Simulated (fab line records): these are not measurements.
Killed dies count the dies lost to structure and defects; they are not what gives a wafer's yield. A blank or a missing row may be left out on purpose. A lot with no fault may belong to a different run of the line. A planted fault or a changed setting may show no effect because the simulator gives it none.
fab line records | flow berkeley_cmos170
[record] lots = 15 | wafers = 45 | last_day = 12
route steps=331 shown V1@269
lots that met no fault: taken from a fault-free run of the same line
start_h: the number of hours between the record's first day and the start of the first shown wafer of the lot | wait_h: hours elapsed since this lot's preceding step | " the same as in the row above | L1.1+2: one row covering several wafers at once | - no value, or no start was given | * or withheld: withheld | < > ~ a bound
route shown NAME@n: NAME is a module with steps in the file, n the number in the route of the first one | usual: mean/standard deviation of fault-free wafers | same: alike in all rows | chamber/n: place in a boat | sites: the reading at each site | _std_site: the values' standard deviation | _edge_site: outer sites' mean less inner sites' | radius_mm: for every site, how far away it sits from the centre of the wafer | mask NAME#n: copy n | behind: the most recent tool/chamber to have shaped the wafer | hold: the reason the lot was held/the length of the hold in hours/how it ended | device: whichever transistor did not switch (one of n, p or np) | end of line: the same wafers' tests at the end of the route | step lacking rows: just its recipe | killed: dies that structure and defects cost at the first sort, which is not the same as the wafer's yield | map: per-die view of a wafer (x killed, . not killed, _ where there is no die)
set.NAME: the setting as run; set.NAME@STEP: as run at that earlier step | model.NAME: the simulator's own value behind a step, which no gauge read
route steps across a sampled set of lots; one table per step, one row per wafer
services: when a tool's chamber went out of use (start_h, in hours from the record's first day, below 0 if earlier), for how many hours, and the reason
[[steps]]
[step UCB170_V1_STRIP_15]
[recipe] chemistry = O2 | power_w = 400 | pressure_mtorr = 3500 | platen_temp_c = withheld | o2_flow_sccm = 400 | overash_fraction = 0.5
[usual] chamber_pressure_mTorr = 3500.1/3 | drypump_motor_current_A = 5.8/0.38 | oes_product_au = 0.722/0.0044 | strip_time_to_endpoint_s = 15.32/0.089
lot.wafer | tool            | chamber | start_h | wait_h | chamber_pressure_mTorr | drypump_motor_current_A | oes_product_au | rf_hours_counter_h | strip_time_to_endpoint_s
L830.2    | plasma_asher-02 | 0       | 163.37  | 0.1    | 3503.5                 | 5.7                     | 0.719          | 47                 | 15.31
L830.3    | "               | 1       | "       | "      | 3501.9                 | 5.9                     | 0.722          | -                  | 15.29
L830.6    | "               | 0       | "       | "      | 3496.6                 | 5.7                     | 0.727          | -                  | 15.38
L831.1    | plasma_asher-03 | 0       | 163.70  | 0.1    | 3498.1                 | 5.7                     | 0.720          | 43                 | 15.42
L831.4    | "               | 0       | "       | "      | 3498.3                 | 5.7                     | 0.725          | -                  | 15.44
L831.5    | "               | 1       | "       | "      | 3503.0                 | 5.9                     | 0.731          | -                  | 15.41
L832.2    | plasma_asher-03 | 1       | 170.61  | 0.1    | 3496.1                 | 6.0                     | 0.731          | 43                 | 15.54
L832.4    | "               | 1       | "       | "      | 3502.7                 | 5.9                     | 0.719          | -                  | 15.58
L832.5    | "               | 1       | "       | "      | 3498.1                 | 6.0                     | 0.714          | -                  | 15.41
L834.3    | plasma_asher-01 | 0       | 188.72  | 0.1    | 3503.8                 | 5.1                     | 0.731          | -                  | 15.38
L834.4    | "               | 1       | "       | "      | 3500.8                 | 6.2                     | 0.715          | -                  | 15.30
L834.5    | "               | 0       | "       | "      | 3499.8                 | 5.1                     | 0.730          | -                  | 15.34
L836.1    | plasma_asher-01 | 0       | 195.89  | 0.1    | 3503.3                 | 5.1                     | 0.719          | 9                  | 15.48
L836.4    | "               | 1       | "       | "      | 3502.5                 | 6.3                     | 0.722          | -                  | 15.37
L836.5    | "               | 0       | "       | "      | 3499.9                 | 5.1                     | 0.714          | -                  | 15.28
L839.3    | plasma_asher-01 | 0       | 215.12  | 0.1    | -                      | -                       | -              | -                  | -
L839.4    | "               | 1       | "       | "      | -                      | -                       | -              | -                  | -
L839.5    | "               | 1       | "       | "      | -                      | -                       | -              | -                  | -
L840.1    | plasma_asher-02 | 0       | 215.36  | 0.1    | -                      | -                       | -              | -                  | -
L840.3    | "               | 0       | "       | "      | -                      | -                       | -              | -                  | -
L840.5    | "               | 0       | "       | "      | -                      | -                       | -              | -                  | -
L841.2    | plasma_asher-02 | 0       | 224.92  | 0.1    | -                      | -                       | -              | -                  | -
L841.3    | "               | 1       | "       | "      | -                      | -                       | -              | -                  | -
L841.5    | "               | 0       | "       | "      | -                      | -                       | -              | -                  | -
L844.2    | plasma_asher-01 | 1       | 242.02  | 0.1    | 3492.6                 | 6.3                     | 0.728          | 14                 | 15.24
L844.3    | "               | 0       | "       | "      | 3493.8                 | 5.1                     | 0.723          | -                  | 15.12
L844.6    | "               | 0       | "       | "      | 3496.5                 | 5.1                     | 0.723          | -                  | 15.26
L847.1    | plasma_asher-02 | 0       | 256.44  | 0.1    | 3500.6                 | 5.7                     | 0.725          | 58                 | 15.26
L847.4    | "               | 0       | "       | "      | 3505.5                 | 5.7                     | 0.723          | -                  | 15.28
L847.5    | "               | 1       | "       | "      | 3500.4                 | 6.0                     | 0.721          | -                  | 15.19
L848.4    | plasma_asher-03 | 1       | 256.75  | 0.1    | 3501.4                 | 5.9                     | 0.725          | -                  | 15.35
L848.5    | "               | 1       | "       | "      | 3505.1                 | 5.9                     | 0.719          | -                  | 15.27
L848.6    | "               | 0       | "       | "      | 3499.3                 | 5.7                     | 0.722          | -                  | 15.29
L852.2    | plasma_asher-02 | 0       | 266.22  | 0.1    | 3500.1                 | 5.7                     | 0.719          | 59                 | 15.38
L852.3    | "               | 1       | "       | "      | 3502.8                 | 5.9                     | 0.721          | -                  | 15.22
L852.4    | "               | 0       | "       | "      | 3498.9                 | 5.7                     | 0.724          | -                  | 15.30
L850.2    | plasma_asher-02 | 1       | 270.18  | 0.1    | 3503.5                 | 5.9                     | 0.717          | 60                 | 15.34
L850.3    | "               | 1       | "       | "      | 3501.2                 | 5.9                     | 0.713          | -                  | 15.34
L850.5    | "               | 1       | "       | "      | 3504.9                 | 5.9                     | 0.715          | -                  | 15.32
L851.1    | plasma_asher-01 | 1       | 270.42  | 0.1    | 3495.9                 | 6.3                     | 0.727          | 18                 | 15.20
L851.3    | "               | 1       | "       | "      | 3499.8                 | 6.2                     | 0.721          | -                  | 15.37
L851.5    | "               | 0       | "       | "      | 3496.8                 | 5.1                     | 0.728          | -                  | 15.44
L853.2    | plasma_asher-02 | 0       | 270.67  | 0.1    | 3504.6                 | 5.7                     | 0.723          | 60                 | 15.42
L853.3    | "               | 1       | "       | "      | 3499.6                 | 5.9                     | 0.730          | -                  | 15.29
L853.6    | "               | 0       | "       | "      | 3495.8                 | 5.7                     | 0.718          | -                  | 15.37
[[services]]
tool            | chamber | start_h | hours | kind
plasma_asher-03 | -       | 189.73  | 14.6  | pm
plasma_asher-03 | -       | 226.06  | 8.7   | repair
plasma_asher-01 | -       | 246.68  | 1.2   | repair
plasma_asher-03 | -       | 260.01  | 22.1  | pm
[[key]]
[first_sign] step = UCB170_V1_STRIP_15 | reading = tool_record | direction = missing
effect none on later readings
met_at UCB170_V1_STRIP_15
struck_lots L839,L840,L841
later_rows_left_out L839.3,L839.4,L839.5,L840.1,L840.3,L840.5,L841.2,L841.3,L841.5
sort_left_out L839.3,L839.4,L839.5,L840.1,L840.3,L840.5,L841.2,L841.3,L841.5
onset_between 195.89 215.12
[fault] kind = skipped_step_whole | tool = plasma_asher-01,plasma_asher-02 | chamber = - | onset_h = 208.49 | steps = UCB170_V1_STRIP_15 | scope = struck_lots_only
// sort_left_out: the simulated sort isn't trusted on such a fault, so these wafers' sort isn't shown, and their yield isn't known
// later_rows_left_out: the simulator's readings of these wafers behind a module that went badly wrong aren't trusted and aren't shown, but for the sort
